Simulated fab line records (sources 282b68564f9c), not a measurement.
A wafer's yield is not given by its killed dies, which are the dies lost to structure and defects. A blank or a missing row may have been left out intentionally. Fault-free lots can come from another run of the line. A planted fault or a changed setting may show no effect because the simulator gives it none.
Problem report in the 8D (eight disciplines) form, filled by code ; flow rit_cmos ; the parts of the form that need people (team, actions taken, sign-off) are left out

== 1. THE PROBLEM ==
GATE_POLY_THK at RIT_GATE_THK_MEAS_09 reads a mean of 269.4 nm on 3 wafers of 1 lot; wafers without a fault read 249.0 nm with a standard deviation of 2.1. Relative to the usual mean, that is a shift of +9.7 standard deviations.
First seen on wafer L341.1, day 5 10:13, on film_metro-03. At this step, 39 wafers from 13 lots have a number in the record. By rule, "out" or "out of limits" means more than 4 standard deviations away from the usual mean. The rest of the wafers with a number are treated as sound.

== 2. WHAT IT IS; WHAT IT IS NOT ==
question;is;is not
which readings at this step;GATE_POLY_THK;-
which lots;L341;L327, L328, L331, L332, L333, L334, L336, L337, L340, L343, L349, L350
which wafers of those lots;all that have a number;-
read on which gauges;film_metro-03;film_metro-01, film_metro-02
when;from day 5 10:13;"up to then (27 sound wafers); but 9 sound wafers of L343, L349, L350 came after"

== 3. SUSPECTS, AND WHAT RULES EACH OUT ==
Counting: any tool at a process step up to the reading is kept as a suspect provided that every lot that is out went through it and no sound lot did after the first of them.
- the gauge at RIT_GATE_THK_MEAS_09: ruled out. All the wafers that are out were read on film_metro-03, but those of them that RIT_GATE_CVD_08 has rows for are out there too, on other tools.
- lpcvd-02 at RIT_GATE_CVD_08 (deposits poly-Si from SiH4, target thk 250 nm, time 2220 s): kept. It ran the lot that is out, L341 (day 5 08:36), and no sound lot after that; its last sound lot up to then is L340 (day 5 03:45). Its own readings are out on those wafers: pressure_mtorr.
Remaining after the count: lpcvd-02 at RIT_GATE_CVD_08.

== 4. THE CAUSE (what the simulator had put in) ==
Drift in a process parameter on lpcvd-02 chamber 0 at RIT_GATE_CVD_08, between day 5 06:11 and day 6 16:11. Setting pressure_mtorr, moved by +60, from 300. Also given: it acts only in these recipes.
Counting left only this tool.

== 5. THE CHAIN OF EFFECTS, in route order ==
Each row: a reading whose mean over the struck wafers that have a number lies more than 3 standard deviations from the usual. Readings are gone through only where the record gives a usual standard deviation; hours: the median, over the lots, of the time from a lot's start at the first step in this table giving one to that lot's start at this step; sigmas: the change measured in usual standard deviations.
hours;step;reading;usual;on struck wafers;change;sigmas
0;RIT_GATE_CVD_08;pressure_mtorr;300.0 mTorr;358.8;+58.8;+98
2;RIT_GATE_THK_MEAS_09;GATE_POLY_THK;249.0 nm;269.4;+20.4;+9.7
3;RIT_GATE_ETCH_19;oes_product_au;0.849 a.u.;0.908;+0.059;+6.1
Its process steps:
- RIT_GATE_CVD_08: deposits poly-Si from SiH4, target thk 250 nm, time 2220 s.
- RIT_GATE_ETCH_19: etches poly-Si in SF6/CHF3/O2, stops on SiO2, time 165 s, target depth 312.5 nm.
At these later measuring or inspecting steps, every struck wafer for which the step has a row has a number for every such reading, and none has moved that far: RIT_GATE_OVL_MEAS_17.

== 6. WHAT WOULD HAVE CAUGHT IT SOONER ==
4 hours passed between the start of the fault at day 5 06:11 and the first reading out of limits at a measuring or inspecting step in this record, taken at day 5 10:13.
At RIT_GATE_CVD_08, the tool's own readings (pressure_mtorr) were out on each struck wafer the step has a row for, so an alarm limit on them would have fired on the first such wafer.
The start of RIT_GATE_CVD_08 on lpcvd-02 came by day 5 10:13 for every one of the lots that are out (1). Had the tool been put on hold then, not one of them would have been saved.
